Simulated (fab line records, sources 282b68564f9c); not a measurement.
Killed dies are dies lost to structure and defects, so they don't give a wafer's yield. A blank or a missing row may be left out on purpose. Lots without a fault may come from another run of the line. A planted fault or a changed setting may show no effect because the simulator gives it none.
A struck lot beside a sound one | flow rit_cmos | 15 steps out of a route of 202
Sound: wafers L975.1, L975.3, L975.6. Struck: wafers L989.2, L989.5, L989.6. The cause comes at the end.
At each step with rows: each side's tool, then ch and its chambers, then its first start. Under that, the readings that differ: sound wafers | struck wafers | difference of the means | sigmas: that difference in standard deviations of wafers without a fault.
alike: readings whose means differ by less than 2 such deviations, and words and numbers that are the same on both sides. not compared: withheld readings, readings that some wafer has no value for, bounds like >300 that may hide the same value, and numbers for which the record gives no deviation and whose values overlap.
The two part at a step that has a row with sigmas, a row that says differs or no value, or rows on one side only. Numbers that don't overlap but have no deviation are shown without sigmas and don't part them. A reading that every wafer of one side lacks parts them only if that side has two wafers or more.

first, 1 step without rows for these wafers: RIT_GATE_CVD_08 (deposits poly-Si from SiH4, target thk 250 nm, time 2220 s).
RIT_GATE_THK_MEAS_09:
  sound on film_metro-01, day 3 03:28; struck on film_metro-01, day 6 05:40
  alike: GATE_POLY_THK
then, 6 steps without rows for these wafers: RIT_GATE_HMDS_10 (prime time 60 s); RIT_GATE_COAT_11 (resist thk 850 nm); RIT_GATE_SOFTBAKE_12 (time 60 s); RIT_GATE_EXPOSE_13 (exposes mask M6, target cd 150 nm); RIT_GATE_PEB_14; RIT_GATE_DEVELOP_15 (develop time 50 s).
RIT_GATE_CD_MEAS_16: target cd 150 nm.
  sound on cd_sem-02, day 3 04:27; struck on cd_sem-02, day 6 06:35
  alike: cd_nm
RIT_GATE_OVL_MEAS_17:
  sound on overlay-02, day 3 04:34; struck on overlay-01, day 6 06:43
  alike: GATE_OVL
then, 1 step without rows for these wafers: RIT_GATE_HARDBAKE_18 (time 60 s).
RIT_GATE_ETCH_19: etches poly-Si in SF6/CHF3/O2, stops on SiO2, time 165 s, target depth 312.5 nm.
  sound on rie_si-01 ch 1,2, day 3 04:45; struck on rie_si-01 ch 0,3, day 6 06:54
  reading                     | sound       | struck      | difference | sigmas
  drypump_motor_current_A (A) | 5.8 5.3 5.8 | 6.8 6.7 6.8 | +1.1       | +2
  alike: oes_product_au, rf_fwd_power_W, throttle_valve_pct
  not compared: rf_hours_counter_h
RIT_GATE_STRIP_20: strips in O2, time 180 s.
  sound on plasma_asher-01 ch 0,1, day 3 04:52; struck on plasma_asher-02 ch 0,1, day 6 07:00
  no value came back on the struck wafers for chamber_pressure_mTorr (mTorr), drypump_motor_current_A (A), rf_refl_power_W (W); on the sound wafers chamber_pressure_mTorr (mTorr) reads 4006 4002 4000
  reading                                   | sound | struck            | difference | sigmas
  model.NOVOLAK_of_GATE_COAT_11.thk_nm (nm) | 0 0 0 | 671.7 672.4 669.5 | +671.2     |
  not compared: rf_hours_counter_h
RIT_GATE_CD_MEAS_90: target cd 150 nm.
  sound on cd_sem-01, day 3 05:02; struck on cd_sem-01, day 6 07:12
  alike: cd_nm
RIT_M1_PROBE_99:
  sound on prober-02, day 4 00:38; struck on prober-01, day 7 03:53
  reading             | sound  | struck      | difference | sigmas
  killed_at_front_end | 6 7 12 | 264 264 264 | +256       | +88
  killed_dies         | 6 7 12 | 264 264 264 | +256       | +88
  killed_on_rim       | 2 2 1  | 70 70 70    | +68        | +49
  alike: killed_at_contacts, killed_open, killed_short

WHERE THEY PART
First at RIT_GATE_ETCH_19; last, within this record, at RIT_M1_PROBE_99.

WHY: what the simulator had put in
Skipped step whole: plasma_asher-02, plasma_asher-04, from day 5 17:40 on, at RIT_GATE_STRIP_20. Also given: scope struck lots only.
